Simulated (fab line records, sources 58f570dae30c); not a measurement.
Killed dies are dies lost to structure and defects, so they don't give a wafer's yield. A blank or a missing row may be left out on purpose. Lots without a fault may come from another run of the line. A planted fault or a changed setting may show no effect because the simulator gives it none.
Which tool did it? | flow berkeley_cmos170 | 14 lots, 42 wafers sampled, at 7 steps of a route of 331

WHAT THE GAUGES READ, wafer by wafer
UCB170_PLDD_CD_MEAS_06: target cd 1200 nm. Usual: cd_nm 1200.2 nm, standard deviation 1.6.
lot  | measured     | on        | cd_nm (nm)           | flag
L390 | day 7 08:08  | cd_sem-02 | 1201.7 1201.7 1202.8 |
L393 | day 7 17:01  | cd_sem-02 | 1201.4 1201.9 1201.4 |
L392 | day 7 17:14  | cd_sem-02 | 1202.5 1202.8 1202.3 |
L394 | day 8 01:11  | cd_sem-02 | 1201.1 1200.9 1201.1 |
L398 | day 8 11:36  | cd_sem-02 | 1200.3 1200.9 1199.6 |
L396 | day 8 12:09  | cd_sem-02 | 1201.8 1199.9 1200.8 |
L400 | day 9 02:38  | cd_sem-02 | 1198.8 1200.7 1200.7 |
L405 | day 10 02:35 | cd_sem-02 | 1198.6 1196.8 1198.9 |
L404 | day 10 02:51 | cd_sem-02 | 1199.1 1198.0 1198.3 |
L410 | day 11 01:47 | cd_sem-01 | 1201.3 1201.7 1199.9 |
L407 | day 11 02:03 | cd_sem-02 | 1198.5 1197.0 1195.9 |
L413 | day 12 05:37 | cd_sem-01 | 1199.9 1201.0 1202.6 |
L411 | day 12 05:57 | cd_sem-02 | 1199.6 1199.1 1200.1 |
L412 | day 12 06:31 | cd_sem-02 | 1202.1 1203.3 1201.7 |

UCB170_NSD_OVL_MEAS_07. Usual: NSD_OVL 3 nm, standard deviation 6.2.
lot  | measured     | on         | NSD_OVL (nm) | flag
L390 | day 7 19:41  | overlay-02 | 11 11 13     |
L393 | day 8 05:05  | overlay-02 | 6 4 -2       |
L392 | day 8 05:14  | overlay-01 | -3 4 7       |
L394 | day 8 14:11  | overlay-02 | 1 -6 -8      |
L398 | day 9 00:43  | overlay-02 | 9 10 9       |
L396 | day 9 00:40  | overlay-02 | 7 12 7       |
L400 | day 9 17:02  | overlay-02 | 1 3 -1       |
L405 | day 10 14:49 | overlay-01 | -1 9 3       |
L404 | day 10 14:38 | overlay-02 | -1 0 -2      |
L410 | day 11 17:17 | overlay-02 | 0 6 8        |
L407 | day 11 17:32 | overlay-01 | 1 6 5        |
L413 | day 12 16:59 | overlay-02 | -2 1 -5      |
L411 | day 12 17:16 | overlay-02 | 7 -1 4       |
L412 | day 12 17:47 | overlay-02 | 11 6 5       |

UCB170_M1_RS_MEAS_01: measures by four-point-probe. Usual: M1_AL_RS 0.0484 ohm/sq, standard deviation 0.00051.
lot  | measured     | on            | M1_AL_RS (ohm/sq)    | flag
L390 | day 8 03:31  | film_metro-03 | 0.0485 0.0482 0.0486 |
L393 | day 8 13:25  | film_metro-02 | 0.0481 0.0483 0.0480 |
L392 | day 8 15:51  | film_metro-02 | 0.0489 0.0494 0.0495 |
L394 | day 9 00:45  | film_metro-03 | 0.0478 0.0473 0.0472 |
L398 | day 9 10:49  | film_metro-03 | 0.0478 0.0484 0.0478 |
L396 | day 9 09:13  | film_metro-02 | 0.0487 0.0424 0.0484 | OFF
L400 | day 10 00:36 | film_metro-02 | 0.0428 0.0484 0.0483 | OFF
L405 | day 11 03:06 | film_metro-03 | 0.0477 0.0478 0.0478 |
L404 | day 11 01:31 | film_metro-01 | 0.0489 0.0489 0.0488 |
L410 | day 12 01:37 | film_metro-02 | 0.0483 0.0481 0.0485 |
L407 | day 12 05:29 | film_metro-01 | 0.0479 0.0480 0.0479 |
L413 | day 13 00:01 | film_metro-01 | 0.0481 0.0484 0.0480 |
L411 | day 13 02:13 | film_metro-02 | 0.0485 0.0481 0.0483 |
L412 | day 13 02:24 | film_metro-03 | 0.0486 0.0487 0.0486 |

UCB170_M1_THK_MEAS_02: measures by xrf. Usual: M1_AL_THK 593 nm, standard deviation 6.8.
lot  | measured     | on            | M1_AL_THK (nm) | flag
L390 | day 8 03:38  | film_metro-03 | 596 595 594    |
L393 | day 8 13:31  | film_metro-02 | 594 593 598    |
L392 | day 8 15:58  | film_metro-02 | 584 579 583    |
L394 | day 9 00:51  | film_metro-03 | 601 606 608    |
L398 | day 9 10:56  | film_metro-03 | 598 590 602    |
L396 | day 9 09:20  | film_metro-02 | 584 679 592    | OFF
L400 | day 10 00:43 | film_metro-02 | 677 593 596    | OFF
L405 | day 11 03:12 | film_metro-03 | 601 603 601    |
L404 | day 11 01:37 | film_metro-01 | 581 584 581    |
L410 | day 12 01:44 | film_metro-02 | 596 597 591    |
L407 | day 12 05:35 | film_metro-01 | 595 594 594    |
L413 | day 13 00:08 | film_metro-01 | 595 590 595    |
L411 | day 13 02:19 | film_metro-02 | 599 603 597    |
L412 | day 13 02:30 | film_metro-03 | 594 593 593    |

UCB170_M1_CD_MEAS_90: target cd 700 nm. Usual: cd_nm 699.4 nm, standard deviation 2.5.
lot  | measured     | on        | cd_nm (nm)        | flag
L390 | day 8 04:59  | cd_sem-02 | 702.1 698.9 701.6 |
L393 | day 8 15:57  | cd_sem-02 | 703.0 704.2 703.1 |
L392 | day 8 17:19  | cd_sem-01 | 699.2 700.0 697.2 |
L394 | day 9 02:49  | cd_sem-02 | 701.2 701.4 699.7 |
L398 | day 9 12:24  | cd_sem-02 | 698.9 700.9 699.3 |
L396 | day 9 10:47  | cd_sem-02 | 698.4 698.5 698.8 |
L400 | day 10 02:26 | cd_sem-02 | 698.7 701.8 699.6 |
L405 | day 11 05:02 | cd_sem-02 | 702.2 703.5 702.5 |
L404 | day 11 03:20 | cd_sem-02 | 699.7 698.4 699.2 |
L410 | day 12 03:31 | cd_sem-01 | 700.3 699.7 700.5 |
L407 | day 12 07:20 | cd_sem-02 | 701.8 701.4 701.7 |
L413 | day 13 01:45 | cd_sem-02 | 700.3 699.0 700.0 |
L411 | day 13 03:52 | cd_sem-01 | 697.9 699.3 698.2 |
L412 | day 13 04:18 | cd_sem-01 | 696.5 694.8 694.7 |

WHICH TOOL RAN EACH LOT (tool, then ch and the chambers of the sampled wafers, then the start)
lot  | UCB170_M1_SPUTTER_00         | UCB170_M1_METAL_ETCH_12
L390 | pvd_sputter-01, day 8 03:28  | rie_metal-01 ch 0,1, day 8 04:46
L393 | pvd_sputter-04, day 8 13:20  | rie_metal-02 ch 0,1, day 8 15:42
L392 | pvd_sputter-03, day 8 15:47  | rie_metal-04 ch 0,1, day 8 17:05
L394 | pvd_sputter-04, day 9 00:39  | rie_metal-01 ch 0,1, day 9 02:35
L398 | pvd_sputter-01, day 9 10:46  | rie_metal-01 ch 0,1, day 9 12:10
L396 | pvd_sputter-03, day 9 09:10  | rie_metal-02 ch 0,1, day 9 10:33
L400 | pvd_sputter-03, day 10 00:32 | rie_metal-01 ch 0,1, day 10 02:08
L405 | pvd_sputter-01, day 11 03:00 | rie_metal-02 ch 0,1, day 11 04:49
L404 | pvd_sputter-01, day 11 01:26 | rie_metal-04 ch 0,1, day 11 03:05
L410 | pvd_sputter-03, day 12 01:33 | rie_metal-04 ch 0,1, day 12 03:17
L407 | pvd_sputter-03, day 12 05:24 | rie_metal-01 ch 0,1, day 12 07:05
L413 | pvd_sputter-04, day 12 23:57 | rie_metal-01 ch 1, day 13 01:22
L411 | pvd_sputter-03, day 13 02:07 | rie_metal-02 ch 0,1, day 13 03:37
L412 | pvd_sputter-04, day 13 02:18 | rie_metal-01 ch 1, day 13 03:59
- UCB170_M1_SPUTTER_00: material Al, target thk 600 nm, time 80 s.
- UCB170_M1_METAL_ETCH_12: etches Al in Cl2/BCl3, stops on PSG, target depth 780 nm, time 132.9 s.

WHAT THE TOOLS THEMSELVES READ (means of the sampled wafers that have a number; where no wafer has one, the mark that the record gives instead)
UCB170_M1_SPUTTER_00. Usual: throttle_valve_pct 30.2 %, standard deviation 0.76.
lot  | tool           | throttle_valve_pct (%) | flag
L390 | pvd_sputter-01 | 29.4                   |
L393 | pvd_sputter-04 | 30.9                   |
L392 | pvd_sputter-03 | 30.6                   |
L394 | pvd_sputter-04 | 29.8                   |
L398 | pvd_sputter-01 | 29.3                   |
L396 | pvd_sputter-03 | 30.2                   |
L400 | pvd_sputter-03 | 30.6                   |
L405 | pvd_sputter-01 | 29.4                   |
L404 | pvd_sputter-01 | 30.2                   |
L410 | pvd_sputter-03 | 30.4                   |
L407 | pvd_sputter-03 | 30.3                   |
L413 | pvd_sputter-04 | 29.6                   |
L411 | pvd_sputter-03 | 30.8                   |
L412 | pvd_sputter-04 | 30.3                   |

UCB170_M1_METAL_ETCH_12. Usual: drypump_motor_current_A 5.8 A, standard deviation 0.53; oes_product_au 0.845 a.u., standard deviation 0.011; throttle_valve_pct 24.43 %, standard deviation 0.13.
lot  | tool         | drypump_motor_current_A (A) | oes_product_au (a.u.) | throttle_valve_pct (%) | flag
L390 | rie_metal-01 | 6.3                         | 0.848                 | 24.45                  |
L393 | rie_metal-02 | 5.1                         | 0.846                 | 24.51                  |
L392 | rie_metal-04 | 6.2                         | 0.854                 | 24.26                  |
L394 | rie_metal-01 | 6.3                         | 0.853                 | 24.46                  |
L398 | rie_metal-01 | 6.3                         | 0.846                 | 24.44                  |
L396 | rie_metal-02 | 5.1                         | 0.862                 | 24.50                  |
L400 | rie_metal-01 | 6.2                         | 0.860                 | 24.37                  |
L405 | rie_metal-02 | 5.1                         | 0.847                 | 24.49                  |
L404 | rie_metal-04 | 6.2                         | 0.850                 | 24.45                  |
L410 | rie_metal-04 | 6.2                         | 0.855                 | 24.45                  |
L407 | rie_metal-01 | 6.3                         | 0.849                 | 24.44                  |
L413 | rie_metal-01 | 6.1                         | 0.847                 | 24.33                  |
L411 | rie_metal-02 | 5.1                         | 0.843                 | 24.51                  |
L412 | rie_metal-01 | 6.0                         | 0.842                 | 24.33                  |

THE ANSWER, worked out from the rows above alone
Rule: a lot is off if the mean of its wafers that have a number lies more than 3 standard deviations from the usual mean. A lot without any number at a reading at which 4 lots or more have one is off too. The other lots that the step has rows for count as sound. The gauges are gone through in route order, then the tools' own readings, and for those a lot's mean is taken as printed above. The first step at which some lot is off is used, and at that step the reading that is off furthest; a lot without a number counts as furthest.
Off: L396, L400, at UCB170_M1_RS_MEAS_01 (M1_AL_RS).
A tool fits if, at a process step before that reading, it ran every lot that is off, and no sound lot after the first of them. The gauges at UCB170_M1_RS_MEAS_01 are tried like those tools. None of those tried fits.

WHAT THE SIMULATOR HAD PUT IN
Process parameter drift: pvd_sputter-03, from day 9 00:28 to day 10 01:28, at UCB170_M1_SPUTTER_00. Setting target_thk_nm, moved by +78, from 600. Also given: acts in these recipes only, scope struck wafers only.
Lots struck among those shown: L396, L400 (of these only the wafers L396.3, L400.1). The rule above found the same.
